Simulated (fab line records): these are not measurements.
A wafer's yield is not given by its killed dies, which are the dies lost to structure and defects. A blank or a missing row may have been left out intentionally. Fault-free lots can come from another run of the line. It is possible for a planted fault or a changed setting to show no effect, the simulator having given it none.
Struck lot and sound lot, side by side | flow berkeleyCmos170 | 16 out of 331 route steps
Sound: these wafers, L174.1, L174.4, L174.6. The struck wafers were L169.2, L169.3, L169.5. The cause comes at the end.
Per side, at each step with rows, come the tool, then ch with its chambers, and then its first start. Under that, the readings that differ: sound wafers | struck wafers | difference of the means | sigmas: that difference in standard deviations of wafers without a fault.
alike: words and numbers the same on both sides, and readings whose means are apart by under 2 such deviations; not compared: readings that were withheld, readings missing a value for some wafer, numbers with overlapping values and no deviation given by the record, and bounds like >300 which may hide the same value.
A row with sigmas, a row that says differs or no value, or rows on one side alone: a step with any of these is where the two part. Numbers that don't overlap but have no deviation are shown without sigmas and don't part them. A reading that every wafer of one side lacks parts them only if that side has two wafers or more.

UCB170_CONTACT_STRIP_06: strips in O2.
  sound on plasmaAsher-03 ch 0,1, day 9 12:07; struck on plasmaAsher-01 ch 0, day 8 17:17
  alike: drypumpMotorCurrentA, oesProductAu, stripTimeToEndpointS
  not compared: rfHoursCounterH
then, 1 step without rows for these wafers: UCB170_CONTACT_CLEAN_07 (cleans in SPM, time 600 s).
UCB170_CONTACT_RTA_08: time 10 s.
  sound on rtpAnneal-01 ch 0, day 9 12:46; struck on rtpAnneal-02 ch 0, day 8 17:34
  alike: lampPowerPct, wafer_temp_C_max
then, 6 steps without rows for these wafers: UCB170_CONTACT_COAT_09; UCB170_CONTACT_COAT_10 (resist thk 900 nm); UCB170_CONTACT_SOFTBAKE_11 (time 60 s); UCB170_CONTACT_EXPOSE_12 (exposes mask CONT, target cd 700 nm); UCB170_CONTACT_PEB_13; UCB170_CONTACT_DEVELOP_14 (develop time 45 s).
UCB170_CONTACT_CD_MEAS_15: the cd target is 700 nm.
  sound on cdSem-01 at day 9 13:59; struck on cdSem-02 at day 8 18:53
  alike: cdNm
UCB170_CONTACT_OVL_MEAS_16:
  sound on overlay-02 at day 9 14:06; struck on overlay-02 at day 8 18:59
  alike: CONTACT_OVL
UCB170_CONTACT_ETCH_17: etches BARC in N2/H2.
  sound on rieDiel-04 ch 0,3, day 9 14:08; struck on rieDiel-04 ch 0,2, day 8 19:01
reading                      | sound                | struck               | difference | sigmas
chamberPressureMTorr (mTorr) | 29.985 29.999 30.008 | 30.038 29.804 29.961 | -0.063     | -2
  alike: biasW, drypumpMotorCurrentA, oesProductAu, throttleValvePct
UCB170_CONTACT_ETCH_18: etches PSG in CHF3/CF4/Ar, stops on TiSi2, target depth 840 nm, time 195 s.
  sound on rieDiel-04 ch 0,3, day 9 14:00; struck on rieDiel-04 ch 0,2, day 8 19:00
  no value came back on the struck wafers for any of 6 readings (CHF3_flow_sccm (sccm), cf4FlowSccm (sccm) and others); on the sound wafers CHF3_flow_sccm (sccm) reads 44.84 44.81 44.89
reading                                 | sound           | struck            | difference | sigmas
model.KrF_of_CONTACT_COAT_10.thkNm (nm) | 693.9 700 694.2 | 887.1 887.3 889.1 | +191.8     | 
  not compared: rfHoursCounterH
UCB170_CONTACT_STRIP_19: strips in O2.
  sound on plasmaAsher-03 ch 1, day 9 14:18; struck on plasmaAsher-02 ch 0,1, day 8 19:11
reading                  | sound       | struck      | difference | sigmas
drypumpMotorCurrentA (A) | 4.9 4.9 4.9 | 6.1 6.1 6.1 | +1.2       | +2
  alike: oesProductAu
  not compared: rfHoursCounterH
UCB170_CONTACT_CD_MEAS_90: the cd target is 700 nm.
  sound on cdSem-01 at day 9 14:24; struck on cdSem-01 at day 8 19:19
reading   | sound             | struck | difference                    | sigmas
cdNm (nm) | 699.8 698.5 699.5 | - - -  | no value on the struck wafers | 
then, 1 step without rows for these wafers: UCB170_CONTACT_CLEAN_20 (cleans in SPM, time 600 s).

WHERE THEY PART
First at UCB170_CONTACT_ETCH_17; last, within this record, at UCB170_CONTACT_CD_MEAS_90.

WHY: what the simulator had put in
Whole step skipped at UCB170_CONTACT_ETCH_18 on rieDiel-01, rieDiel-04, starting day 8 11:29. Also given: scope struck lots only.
